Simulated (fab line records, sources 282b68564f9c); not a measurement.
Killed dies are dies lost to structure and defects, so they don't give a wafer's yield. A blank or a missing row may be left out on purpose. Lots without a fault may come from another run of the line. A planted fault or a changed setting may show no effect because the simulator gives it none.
Which tool did it? | flow rit_cmos | 14 lots, 42 wafers sampled, at 4 steps of a route of 202

WHAT THE GAUGES READ, wafer by wafer
RIT_GATE_THK_MEAS_09.
lot  | measured    | on            | GATE_POLY_THK (nm)
L479 | day 2 21:47 | film_metro-04 | 250.6 251.3 251.0
L480 | day 3 02:56 | film_metro-04 | 250.9 250.6 250.7
L481 | day 3 20:02 | film_metro-04 | 253.6 252.0 253.5
L484 | day 4 08:14 | film_metro-04 | 252.8 250.0 251.5
L486 | day 5 03:19 | film_metro-04 | 250.4 249.0 249.9
L490 | day 5 13:58 | film_metro-02 | 249.4 247.3 248.3
L492 | day 5 19:35 | film_metro-03 | 252.2 252.0 252.5
L493 | day 6 00:20 | film_metro-02 | 250.8 248.9 249.4
L495 | day 6 09:49 | film_metro-03 | 249.7 248.6 248.8
L496 | day 6 09:49 | film_metro-04 | 250.0 251.3 249.0
L498 | day 6 13:24 | film_metro-02 | 250.1 249.6 251.4
L500 | day 7 01:13 | film_metro-04 | 249.3 250.4 250.5
L501 | day 7 03:13 | film_metro-04 | 249.9 250.4 249.2
L502 | day 7 12:43 | film_metro-02 | 252.9 252.8 252.5

RIT_PLDD_OVL_MEAS_06.
lot  | measured    | on         | PLDD_OVL (nm)
L479 | day 3 06:27 | overlay-02 | 1.1 0.5 1.5
L480 | day 3 19:28 | overlay-02 | 3.5 2.3 2.3
L481 | day 4 07:58 | overlay-01 | 3.2 2.3 2.7
L484 | day 4 20:20 | overlay-02 | 3.3 2.0 3.3
L486 | day 5 14:31 | overlay-01 | 0.5 0.8 0.1
L490 | day 5 22:09 | overlay-01 | 1.4 1.0 0.4
L492 | day 6 05:12 | overlay-02 | 0.8 0.7 -1.1
L493 | day 6 07:57 | overlay-01 | -0.8 0.1 -1.7
L495 | day 6 18:29 | overlay-01 | -0.1 -0.9 1.6
L496 | day 6 18:17 | overlay-01 | 0.1 -1.7 -0.3
L498 | day 6 22:15 | overlay-01 | 1.1 1.4 4.0
L500 | day 7 08:33 | overlay-01 | -0.1 0.3 -0.8
L501 | day 7 12:25 | overlay-02 | 2.5 1.7 -0.3
L502 | day 7 19:50 | overlay-01 | 0.7 1.8 2.3

WHICH TOOL RAN EACH LOT (tool, then ch and the chambers of the sampled wafers, then the start)
lot  | RIT_ACTIVE_SOFTBAKE_07           | RIT_NWELL_STRIP_09
L479 | litho_track-03 ch 0, day 1 15:26 | plasma_asher-01 ch 0,1, day 2 01:50
L480 | litho_track-02 ch 0, day 1 18:55 | plasma_asher-02 ch 0,1, day 2 08:06
L481 | litho_track-01 ch 0, day 2 02:12 | plasma_asher-01 ch 0,1, day 2 14:14
L484 | litho_track-03 ch 0, day 2 16:05 | plasma_asher-02 ch 0,1, day 3 01:45
L486 | litho_track-02 ch 0, day 3 02:58 | plasma_asher-04 ch 0,1, day 4 05:19
L490 | litho_track-02 ch 0, day 3 22:08 | plasma_asher-02 ch 0, day 4 10:43
L492 | litho_track-01 ch 0, day 4 07:10 | plasma_asher-02 ch 0,1, day 4 23:44
L493 | litho_track-01 ch 0, day 4 15:43 | plasma_asher-04 ch 0, day 5 03:42
L495 | litho_track-01 ch 0, day 5 01:24 | plasma_asher-02 ch 0,1, day 5 16:11
L496 | litho_track-01 ch 0, day 5 03:56 | plasma_asher-01 ch 0,1, day 5 16:26
L498 | litho_track-03 ch 0, day 5 13:14 | plasma_asher-01 ch 0,1, day 5 22:16
L500 | litho_track-01 ch 0, day 5 23:10 | plasma_asher-04 ch 0,1, day 6 09:25
L501 | litho_track-01 ch 0, day 6 04:57 | plasma_asher-02 ch 0, day 6 12:52
L502 | litho_track-02 ch 0, day 6 09:49 | plasma_asher-02 ch 0, day 6 17:08
- RIT_ACTIVE_SOFTBAKE_07: time 60 s.
- RIT_NWELL_STRIP_09: strips in O2, time 180 s.

WHAT THE TOOLS THEMSELVES READ (means of the sampled wafers that have a number; where no wafer has one, the mark that the record gives instead)
RIT_ACTIVE_SOFTBAKE_07.
lot  | tool           | heater_power_total_W (W) | plate_temp_C (C) | run_length_s (s)
L479 | litho_track-03 | 34.55                    | 90.14            | 89.11
L480 | litho_track-02 | 34.57                    | 89.97            | 89.12
L481 | litho_track-01 | 34.64                    | 90.01            | 89.22
L484 | litho_track-03 | 34.61                    | 89.95            | 89.23
L486 | litho_track-02 | 37.46                    | -                | 74.29
L490 | litho_track-02 | 37.48                    | -                | 74.35
L492 | litho_track-01 | 34.60                    | 90.02            | 89.14
L493 | litho_track-01 | 34.59                    | 89.97            | 89.09
L495 | litho_track-01 | 34.53                    | 89.84            | 89.15
L496 | litho_track-01 | 34.52                    | 90.15            | 89.21
L498 | litho_track-03 | 34.49                    | 90.09            | 89.20
L500 | litho_track-01 | 34.58                    | 89.98            | 89.25
L501 | litho_track-01 | 34.54                    | 89.89            | 89.19
L502 | litho_track-02 | 34.58                    | 90.01            | 89.08

RIT_NWELL_STRIP_09.
lot  | tool            | drypump_motor_current_A (A)
L479 | plasma_asher-01 | 5.8
L480 | plasma_asher-02 | 6.2
L481 | plasma_asher-01 | 5.8
L484 | plasma_asher-02 | 6.2
L486 | plasma_asher-04 | 5.3
L490 | plasma_asher-02 | 5.7
L492 | plasma_asher-02 | 5.9
L493 | plasma_asher-04 | 5.5
L495 | plasma_asher-02 | 6.2
L496 | plasma_asher-01 | 5.8
L498 | plasma_asher-01 | 5.9
L500 | plasma_asher-04 | 5.1
L501 | plasma_asher-02 | 5.7
L502 | plasma_asher-02 | 5.7

THE ANSWER, worked out from the rows above alone
Rule: what is usual is taken from the lots themselves. Put in order of their means at a reading, lots are off if they are a third of the lots or fewer, leave a main group of 4 or more, and stand apart from it by a gap of 3 or more times the standard deviation of the main group's means; of several such gaps the widest counts. A main group whose means are all the same, to the digits that the tables above print for the reading, isn't used. A lot without any number at a reading at which 4 lots or more have one is off too. The other lots that the step has rows for count as sound. The gauges are gone through in route order, then the tools' own readings, and for those a lot's mean is taken as printed above. The first step at which some lot is off is used, and at that step the reading that is off furthest; a lot without a number counts as furthest.
Off: L486, L490, at RIT_ACTIVE_SOFTBAKE_07 (plate_temp_C). Without a number there: L486, L490. The main group: mean 90.00 C, standard deviation 0.088.
A tool fits if, at that step or a process step before it, it ran every lot that is off, and no sound lot after the first of them. None of those tried fits.

WHAT THE SIMULATOR HAD PUT IN
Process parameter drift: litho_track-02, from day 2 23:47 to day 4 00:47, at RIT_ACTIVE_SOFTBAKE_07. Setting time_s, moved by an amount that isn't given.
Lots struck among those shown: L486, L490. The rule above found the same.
